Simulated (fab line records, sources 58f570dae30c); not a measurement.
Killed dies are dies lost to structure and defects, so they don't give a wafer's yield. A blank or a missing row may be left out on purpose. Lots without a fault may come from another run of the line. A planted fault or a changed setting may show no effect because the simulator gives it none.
Which tool did it? | flow berkeley_cmos170 | 7 lots, 19 wafers sampled, at 1 step of a route of 331

WHAT THE GAUGES READ, wafer by wafer
UCB170_M1_THK_MEAS_02: measures by xrf.
lot  | measured     | on            | M1_AL_THK (nm)
L484 | day 7 02:58  | film_metro-01 | 580 589 583
L487 | day 7 20:56  | film_metro-03 | 599 602 599
L494 | day 9 00:17  | film_metro-02 | 587
L495 | day 9 23:02  | film_metro-02 | 584 576 573
L498 | day 10 09:56 | film_metro-01 | 584 591 590
L502 | day 11 08:34 | film_metro-02 | 584 588 592
L505 | day 11 15:38 | film_metro-02 | 592 592 598

WHICH TOOL RAN EACH LOT (tool, then ch and the chambers of the sampled wafers, then the start)
The record holds no process step before these readings.

THE ANSWER, worked out from the rows above alone
Rule: what is usual is taken from the lots themselves. Put in order of their means at a reading, lots are off if they are a third of the lots or fewer, leave a main group of 4 or more, and stand apart from it by a gap of 3 or more times the standard deviation of the main group's means; of several such gaps the widest counts. A main group whose means are all the same, to the digits that the tables above print for the reading, isn't used. A lot without any number at a reading at which 4 lots or more have one is off too. The other lots that the step has rows for count as sound.
No lot is off at any reading shown: from this, nothing can be told.

WHAT THE SIMULATOR HAD PUT IN
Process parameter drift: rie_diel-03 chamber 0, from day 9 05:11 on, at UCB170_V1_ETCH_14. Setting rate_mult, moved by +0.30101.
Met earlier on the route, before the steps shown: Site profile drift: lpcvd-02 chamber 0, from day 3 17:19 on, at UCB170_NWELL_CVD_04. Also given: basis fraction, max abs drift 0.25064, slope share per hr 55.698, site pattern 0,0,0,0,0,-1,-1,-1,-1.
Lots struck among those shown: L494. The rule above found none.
